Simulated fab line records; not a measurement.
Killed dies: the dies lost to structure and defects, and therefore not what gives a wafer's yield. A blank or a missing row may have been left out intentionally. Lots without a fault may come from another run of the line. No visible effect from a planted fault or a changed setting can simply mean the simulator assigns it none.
Comparing a struck lot with a sound one	flow berkeley cmos170	24 out of 331 route steps
Sound: wafers L231.3, L231.4, L231.5. Wafers struck: L239.2, L239.3, L239.5. The cause is named last.
Each step with rows lists, per side, the tool, then ch with its chambers, then its first start. Under that, the readings that differ: sound wafers	struck wafers	difference of the means	sigmas: that difference in standard deviations of wafers without a fault.
alike: readings whose means differ by less than 2 such deviations, and words and numbers that are the same on both sides. not compared: withheld readings, readings that some wafer has no value for, bounds like >300 that may hide the same value, and numbers for which the record gives no deviation and whose values overlap.
A row with sigmas, a row that says differs or no value, or rows on one side alone: a step with any of these is where the two part. Non-overlapping numbers with no deviation appear without sigmas and do not part them. A reading missing from all wafers of one side parts the sides only when that side holds two or more wafers.

first, 4 steps without rows for these wafers: UCB170_GATE_SOFTBAKE_08 (time 60 s); UCB170_GATE_EXPOSE_09 (exposes mask POLY, target cd 350 nm); UCB170_GATE_PEB_10; UCB170_GATE_DEVELOP_11 (develop time 45 s).
UCB170_GATE_CD_MEAS_12: target cd 350 nm.
  sound on cd sem-01, day 6 20:38; struck on cd sem-01, day 8 16:59
  alike: cd nm
UCB170_GATE_OVL_MEAS_13:
  sound on overlay-02, day 6 20:44; struck on overlay-01, day 8 17:05
  alike: GATE_OVL
UCB170_GATE_ETCH_14: etches BARC in N2/H2.
  sound on rie diel-02 ch 0,2, day 6 20:45; struck on rie diel-04 ch 1,3, day 8 17:07
  alike: drypump motor current A, oes product au, throttle valve pct
UCB170_GATE_ETCH_15: etches poly-Si in HBr/Cl2, stops on SiO2, time 56.3 s, target depth 278.2 nm.
  sound on rie si-02 ch 0,3, day 6 20:48; struck on rie si-02 ch 1,3, day 8 17:10
  alike: drypump motor current A, mfc cl2 sccm, oes product au, throttle valve pct
  not compared: rf hours counter h
UCB170_GATE_STRIP_16: strips in O2.
  sound on plasma asher-02 ch 0,1, day 6 20:53; struck on plasma asher-02 ch 0,1, day 8 17:13
  alike: drypump motor current A, o2 flow sccm, oes product au
  not compared: rf hours counter h
UCB170_GATE_CD_MEAS_90: target cd 350 nm.
  sound on cd sem-01, day 6 20:59; struck on cd sem-01, day 8 17:23
  alike: cd nm
then, 2 steps without rows for these wafers: UCB170_GATE_CLEAN_17 (cleans in SPM, time 600 s); UCB170_PLDD_HMDS_00 (prime time 60 s).
UCB170_PLDD_COAT_01: resist thk 900 nm.
  sound on litho track-04 ch 0, day 6 22:15; struck on litho track-04 ch 0, day 8 17:50
reading	sound	struck	difference	sigmas
spin speed rpm (rpm)	1500.3 1499.2 1500.7	1301.1 1300.5 1301.4	-199.1	-99 or more
model.KrF_of_PLDD_COAT_01.thk nm (nm)	900.7 904.2 900.1	965.4 965 969.2	+64.9	
then, 3 steps without rows for these wafers: UCB170_PLDD_SOFTBAKE_02 (time 60 s); UCB170_PLDD_EXPOSE_03 (exposes mask PSELECT, target cd 1200 nm); UCB170_PLDD_PEB_04.
UCB170_PLDD_DEVELOP_05: develop time 45 s.
  sound: litho track-01 ch 0; struck: litho track-01 ch 0
reading	sound	struck	difference	sigmas
model.KrF_of_PLDD_COAT_01.thk nm (nm)	886.5 890 885.9	951.2 950.8 955	+64.9	
  alike: developer temp C
UCB170_PLDD_CD_MEAS_06: target cd 1200 nm.
  sound on cd sem-02, day 6 23:25; struck on cd sem-01, day 8 18:44
  alike: cd nm
UCB170_PLDD_OVL_MEAS_07:
  sound on overlay-02, day 6 23:31; struck on overlay-02, day 8 18:50
  alike: PLDD_OVL
then, 2 steps without rows for these wafers: UCB170_PLDD_IMPLANT_08; UCB170_PLDD_IMPLANT_09.
UCB170_PLDD_STRIP_10: strips in O2.
  sound on plasma asher-03 ch 0,1, day 7 00:01; struck on plasma asher-01 ch 0,1, day 8 19:10
reading	sound	struck	difference	sigmas
strip time to endpoint s (s)	21.65 21.73 21.63	23.21 23.17 23.28	+1.55	+23
  alike: drypump motor current A, o2 flow sccm, oes product au
  not compared: rf hours counter h
UCB170_PLDD_TW_MEAS_11:
  sound on film metro-02, day 7 00:06; struck on film metro-04, day 8 19:17
  alike: PLDD_TW
UCB170_M3_PROBE_99:
  the record has rows for the struck wafers here (prober-01, day 10 08:15) and none for the sound ones

## WHERE THEY PART
First at UCB170_PLDD_COAT_01; last, within this record, at UCB170_M3_PROBE_99.

WHY: the cause the simulator had injected
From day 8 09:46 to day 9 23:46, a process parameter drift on litho track-04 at UCB170_PLDD_COAT_01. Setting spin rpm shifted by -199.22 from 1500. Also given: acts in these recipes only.
